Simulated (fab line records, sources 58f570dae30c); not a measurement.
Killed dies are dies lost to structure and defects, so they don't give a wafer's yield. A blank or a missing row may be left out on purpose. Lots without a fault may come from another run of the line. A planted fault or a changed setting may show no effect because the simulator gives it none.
Which tool did it? | flow berkeley_cmos170 | 15 lots, 45 wafers sampled, at 5 steps of a route of 331

WHAT THE GAUGES READ, wafer by wafer
UCB170_PSD_TW_MEAS_10.
lot  | measured     | on            | PSD_TW
L579 | day 6 19:29  | film_metro-01 | 2349 2345 2355
L581 | day 7 04:17  | film_metro-03 | 2307 2308 2301
L580 | day 7 04:28  | film_metro-01 | 2331 2341 2338
L582 | day 7 18:11  | film_metro-02 | 2313 2305 2299
L583 | day 7 18:28  | film_metro-03 | 2297 2296 2303
L586 | day 8 19:40  | film_metro-01 | 2347 2347 2334
L585 | day 8 19:57  | film_metro-03 | 2329 2331 2325
L591 | day 9 17:45  | film_metro-03 | 2334 2331 2327
L594 | day 10 02:05 | film_metro-03 | 2316 2308 2316
L595 | day 10 07:29 | film_metro-02 | 2304 2304 2301
L592 | day 10 07:45 | film_metro-02 | 2295 2299 2307
L596 | day 10 16:01 | film_metro-01 | 2355 2333 2352
L597 | day 11 04:14 | film_metro-01 | 2339 2340 2339
L599 | day 11 15:38 | film_metro-01 | 2335 2350 2348
L601 | day 11 23:32 | film_metro-01 | 2348 2348 2352

UCB170_CONTACT_THK_MEAS_02.
lot  | measured     | on            | CONTACT_PSG_THK (nm)
L579 | day 7 01:50  | film_metro-02 | 696 700 696
L581 | day 7 10:37  | film_metro-04 | 699 705 703
L580 | day 7 11:19  | film_metro-04 | 692 700 701
L582 | day 8 02:48  | film_metro-02 | 701 701 697
L583 | day 8 02:49  | film_metro-01 | 704 702 708
L586 | day 9 01:17  | film_metro-02 | 690 697 693
L585 | day 9 02:02  | film_metro-02 | 721 716 713
L591 | day 9 23:24  | film_metro-04 | 693 688 691
L594 | day 10 09:36 | film_metro-01 | 552 548 540
L595 | day 10 13:36 | film_metro-02 | 547 550 549
L592 | day 10 15:23 | film_metro-01 | 534 537 534
L596 | day 11 02:21 | film_metro-01 | 705 702 705
L597 | day 11 11:20 | film_metro-04 | 712 712 712
L599 | day 11 21:24 | film_metro-01 | 708 704 711
L601 | day 12 06:31 | film_metro-01 | 699 697 693

WHICH TOOL RAN EACH LOT (tool, then ch and the chambers of the sampled wafers, then the start)
lot  | UCB170_SDANNEAL_RTA_00           | UCB170_SILICIDE_RTA_04           | UCB170_CONTACT_CVD_01
L579 | rtp_anneal-01 ch 0, day 6 22:42  | rtp_anneal-01 ch 0, day 6 23:35  | lpcvd-01 ch 1, day 7 00:02
L581 | rtp_anneal-01 ch 0, day 7 07:40  | rtp_anneal-01 ch 0, day 7 08:33  | lpcvd-01 ch 0, day 7 08:50
L580 | rtp_anneal-02 ch 0, day 7 08:17  | rtp_anneal-02 ch 0, day 7 09:17  | lpcvd-02 ch 0, day 7 09:31
L582 | rtp_anneal-01 ch 0, day 7 22:05  | rtp_anneal-01 ch 0, day 7 22:58  | lpcvd-01 ch 0, day 8 01:01
L583 | rtp_anneal-02 ch 0, day 7 22:05  | rtp_anneal-02 ch 0, day 7 22:58  | lpcvd-01 ch 0, day 8 01:01
L586 | rtp_anneal-02 ch 0, day 8 22:20  | rtp_anneal-02 ch 0, day 8 23:13  | lpcvd-01 ch 0, day 8 23:31
L585 | rtp_anneal-01 ch 0, day 8 22:46  | rtp_anneal-01 ch 0, day 8 23:39  | lpcvd-02 ch 0, day 9 00:15
L591 | rtp_anneal-02 ch 0, day 9 20:21  | rtp_anneal-01 ch 0, day 9 21:14  | lpcvd-01 ch 1, day 9 21:36
L594 | rtp_anneal-01 ch 0, day 10 06:28 | rtp_anneal-01 ch 0, day 10 07:22 | lpcvd-02 ch 0, day 10 07:47
L595 | rtp_anneal-01 ch 0, day 10 10:28 | rtp_anneal-01 ch 0, day 10 11:23 | lpcvd-02 ch 0, day 10 11:49
L592 | rtp_anneal-01 ch 0, day 10 10:50 | rtp_anneal-02 ch 0, day 10 11:43 | lpcvd-02 ch 0, day 10 13:36
L596 | rtp_anneal-01 ch 0, day 10 22:47 | rtp_anneal-02 ch 0, day 10 23:40 | lpcvd-01 ch 1, day 11 00:34
L597 | rtp_anneal-02 ch 0, day 11 08:25 | rtp_anneal-02 ch 0, day 11 09:17 | lpcvd-02 ch 1, day 11 09:34
L599 | rtp_anneal-01 ch 0, day 11 18:28 | rtp_anneal-02 ch 0, day 11 19:20 | lpcvd-02 ch 1, day 11 19:36
L601 | rtp_anneal-02 ch 0, day 12 03:34 | rtp_anneal-01 ch 0, day 12 04:28 | lpcvd-01 ch 0, day 12 04:44
- UCB170_SDANNEAL_RTA_00: time 10 s.
- UCB170_SILICIDE_RTA_04: time 15 s.
- UCB170_CONTACT_CVD_01: deposits PSG from SiH4/O2/PH3, target thk 700 nm, time 2820 s.

WHAT THE TOOLS THEMSELVES READ (means of the sampled wafers that have a number; where no wafer has one, the mark that the record gives instead)
UCB170_SDANNEAL_RTA_00.
lot  | tool          | lamp_power_pct (%) | wafer_temp_C_max
L579 | rtp_anneal-01 | 25.7               | 902.4
L581 | rtp_anneal-01 | 25.7               | 902.5
L580 | rtp_anneal-02 | 27.3               | 903.1
L582 | rtp_anneal-01 | 25.7               | 902.7
L583 | rtp_anneal-02 | 27.2               | 902.2
L586 | rtp_anneal-02 | 27.2               | 902.8
L585 | rtp_anneal-01 | 25.6               | 902.2
L591 | rtp_anneal-02 | 27.2               | 902.5
L594 | rtp_anneal-01 | 25.7               | 902.5
L595 | rtp_anneal-01 | 25.7               | 902.8
L592 | rtp_anneal-01 | 25.7               | 901.2
L596 | rtp_anneal-01 | 25.7               | 902.4
L597 | rtp_anneal-02 | 27.2               | 902.7
L599 | rtp_anneal-01 | 25.7               | 901.9
L601 | rtp_anneal-02 | 27.2               | 903.1

UCB170_SILICIDE_RTA_04.
lot  | tool          | lamp_power_pct (%) | wafer_temp_C_max
L579 | rtp_anneal-01 | 11.0               | 651.6
L581 | rtp_anneal-01 | 11.0               | 652.2
L580 | rtp_anneal-02 | 11.7               | 651.5
L582 | rtp_anneal-01 | 11.0               | 651.3
L583 | rtp_anneal-02 | 11.7               | 652.2
L586 | rtp_anneal-02 | 11.7               | 651.7
L585 | rtp_anneal-01 | 11.0               | 652.2
L591 | rtp_anneal-01 | 11.0               | 651.9
L594 | rtp_anneal-01 | 11.0               | 652.1
L595 | rtp_anneal-01 | 11.0               | 651.2
L592 | rtp_anneal-02 | 11.7               | 651.8
L596 | rtp_anneal-02 | 11.7               | 651.9
L597 | rtp_anneal-02 | 11.7               | 651.7
L599 | rtp_anneal-02 | 11.7               | 651.7
L601 | rtp_anneal-01 | 11.0               | 651.6

THE ANSWER, worked out from the rows above alone
Rule: what is usual is taken from the lots themselves. Put in order of their means at a reading, lots are off if they are a third of the lots or fewer, leave a main group of 4 or more, and stand apart from it by a gap of 3 or more times the standard deviation of the main group's means; of several such gaps the widest counts. A main group whose means are all the same, to the digits that the tables above print for the reading, isn't used. A lot without any number at a reading at which 4 lots or more have one is off too. The other lots that the step has rows for count as sound. The gauges are gone through in route order, then the tools' own readings, and for those a lot's mean is taken as printed above. The first step at which some lot is off is used, and at that step the reading that is off furthest; a lot without a number counts as furthest.
Off: L594, L595, L592, at UCB170_CONTACT_THK_MEAS_02 (CONTACT_PSG_THK). The main group: mean 702 nm, standard deviation 7.3.
A tool fits if, at a process step before that reading, it ran every lot that is off, and no sound lot after the first of them. The gauges at UCB170_CONTACT_THK_MEAS_02 are tried like those tools. None of those tried fits.

WHAT THE SIMULATOR HAD PUT IN
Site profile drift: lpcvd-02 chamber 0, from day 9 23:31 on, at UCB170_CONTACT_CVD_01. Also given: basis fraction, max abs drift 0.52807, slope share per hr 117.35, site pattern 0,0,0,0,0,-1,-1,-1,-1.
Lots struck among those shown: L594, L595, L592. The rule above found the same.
